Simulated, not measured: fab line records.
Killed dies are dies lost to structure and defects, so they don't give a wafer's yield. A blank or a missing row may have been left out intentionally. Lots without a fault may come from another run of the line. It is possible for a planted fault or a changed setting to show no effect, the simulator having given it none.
A lot that was struck, set against a sound lot -- flow berkeleyCmos170 -- 32 steps out of a route of 331
Sound: wafers L409.3, L409.5, L409.6. Struck: wafer L415.4. (L415.1, L415.5 of the same lot were not struck and are left out.) The cause comes at the end.
Each step with rows lists, per side, the tool, then ch with its chambers, then its first start. Under that, the readings that differ: sound wafers -- struck wafers -- difference of the means -- sigmas: that difference in standard deviations of wafers without a fault.
alike: same words and numbers on both sides, and readings whose means sit less than 2 such deviations apart. not compared: any withheld reading, any reading some wafer has no value for, any bound like >300 that may hide the same value, and any number with overlapping values for which the record gives no deviation.
Wherever a step has rows on one side only, a row that says differs or no value, or a row with sigmas, the two part there. Numbers that have no deviation but don't overlap get no sigmas and don't part them. Lack of a reading on every wafer of one side parts them only where that side has two or more wafers.

first, 6 steps without rows for these wafers: UCB170_V2_HMDS_06 (prime time 60 s); UCB170_V2_COAT_07 (resist thk 908.9 nm); UCB170_V2_SOFTBAKE_08 (time 60 s); UCB170_V2_EXPOSE_09 (exposes mask VIA2, target cd 700 nm); UCB170_V2_PEB_10; UCB170_V2_DEVELOP_11 (develop time 45 s).
UCB170_V2_CD_MEAS_12: the cd target is 700 nm.
  sound on cdSem-01, day 7 15:37; struck on cdSem-01, day 9 04:43
  alike: cdNm
UCB170_V2_OVL_MEAS_13:
  sound on overlay-01, day 7 15:42; struck on overlay-01, day 9 04:50
  alike: V2_OVL
UCB170_V2_ETCH_14: etches SiO2 in CHF3/CF4/Ar, stops on Al, target depth 1250 nm, time 291 s.
  sound on rieDiel-01 ch 0,3, day 7 15:43; struck on rieDiel-04 ch 0, day 9 04:52
reading,sound,struck,difference,sigmas
oesProductAu (a.u.),0.874 0.873 0.864,0.844,-0.026,-3
  alike: cf4FlowSccm, drypumpMotorCurrentA, throttleValvePct
  not compared: rfHoursCounterH
UCB170_V2_STRIP_15: strips in O2.
  sound on plasmaAsher-04 ch 0,1, day 7 15:56; struck on plasmaAsher-03 ch 0, day 9 05:02
  alike: drypumpMotorCurrentA, o2FlowSccm, oesProductAu, stripTimeToEndpointS
  not compared: rfHoursCounterH
UCB170_V2_CD_MEAS_90: the cd target is 700 nm.
  sound on cdSem-01, day 7 16:02; struck on cdSem-01, day 9 05:08
  alike: cdNm
then, 1 step without rows for these wafers: UCB170_M3_PRE_CLEAN_00 (preclean etch time 60 s).
UCB170_M3_SPUTTER_01: material Al, target thk 900 nm, time 120 s.
  sound on pvdSputter-02, day 7 16:11; struck on pvdSputter-02, day 9 05:20
reading,sound,struck,difference,sigmas
model.Al_of_M3_SPUTTER_01.thkNm (nm),895 893.3 897.1,1361,+466,
  alike: throttleValvePct
UCB170_M3_RS_MEAS_02: measures by four-point-probe.
  sound on filmMetro-03, day 7 16:19; struck on filmMetro-01, day 9 05:25
reading,sound,struck,difference,sigmas
M3_AL_RS (ohm/sq),0.0324 0.0324 0.0323,0.0211,-0.0113,-31
UCB170_M3_THK_MEAS_03: measures by xrf.
  sound on filmMetro-03, day 7 16:25; struck on filmMetro-01, day 9 05:32
reading,sound,struck,difference,sigmas
M3_AL_THK (nm),887 882 887,1343,+458,+46
then, 3 steps without rows for these wafers: UCB170_M3_HMDS_04 (prime time 60 s); UCB170_M3_COAT_05 (resist thk 900 nm); UCB170_M3_SOFTBAKE_06 (time 60 s).
UCB170_M3_STRIP_07: strips in O2.
  sound on plasmaAsher-02 ch 0,1, day 7 17:17; struck on plasmaAsher-02 ch 0, day 9 06:15
  alike: drypumpMotorCurrentA, o2FlowSccm, oesProductAu, stripTimeToEndpointS
  not compared: rfHoursCounterH
then, 7 steps without rows for these wafers: UCB170_M3_STRIP_08 (strips KrF in DMSO, time 600 s); UCB170_M3_COAT_09; UCB170_M3_COAT_10 (resist thk 900 nm); UCB170_M3_SOFTBAKE_11 (time 60 s); UCB170_M3_EXPOSE_12 (exposes mask METAL3, target cd 700 nm); UCB170_M3_PEB_13; UCB170_M3_DEVELOP_14 (develop time 42.92 s).
UCB170_M3_CD_MEAS_15: the cd target is 700 nm.
  sound on cdSem-01, day 7 18:51; struck on cdSem-01, day 9 07:42
  alike: cdNm
UCB170_M3_OVL_MEAS_16:
  sound on overlay-01, day 7 18:57; struck on overlay-01, day 9 07:49
  alike: M3_OVL
UCB170_M3_ETCH_17: etches BARC in N2/H2.
  sound on rieDiel-01 ch 1,2, day 7 18:58; struck on rieDiel-02 ch 1, day 9 07:51
reading,sound,struck,difference,sigmas
drypumpMotorCurrentA (A),5.7 5.6 5.7,5.0,-0.7,-2
  alike: n2FlowSccm, oesProductAu, throttleValvePct
UCB170_M3_METAL_ETCH_18: etches Al in Cl2/BCl3, stops on SiO2, target depth 1170 nm, time 195 s.
  sound on rieMetal-02 ch 0,1, day 7 19:04; struck on rieMetal-02 ch 1, day 9 07:54
reading,sound,struck,difference,sigmas
oesProductAu (a.u.),0.865 0.877 0.874,1.027,+0.155,+13
  alike: drypumpMotorCurrentA, heBacksideLeakSccm, throttleValvePct
  not compared: rfHoursCounterH
UCB170_M3_STRIP_19: strips in O2.
  sound on plasmaAsher-02 ch 0,1, day 7 19:14; struck on plasmaAsher-03 ch 0, day 9 08:05
  alike: drypumpMotorCurrentA, o2FlowSccm, oesProductAu
  not compared: rfHoursCounterH
UCB170_M3_PROBE_99:
  sound on prober-02, day 7 19:43; struck on prober-02, day 9 08:34
reading,sound,struck,difference,sigmas
model.etest.antennaM3.short,0 0 0,1,+1,
model.etest.antennaM2.short,0 0 0,1,+1,
model.etest.antennaM3.overLimit,0 0 0,1,+1,
model.etest.antennaM2.overLimit,0 0 0,1,+1,

WHERE THEY PART
At UCB170_V2_ETCH_14 first; at UCB170_M3_METAL_ETCH_18 last (within this record only). Later steps at which nothing parts them and some readings are alike: UCB170_M3_STRIP_19.

WHY: the cause the simulator had injected
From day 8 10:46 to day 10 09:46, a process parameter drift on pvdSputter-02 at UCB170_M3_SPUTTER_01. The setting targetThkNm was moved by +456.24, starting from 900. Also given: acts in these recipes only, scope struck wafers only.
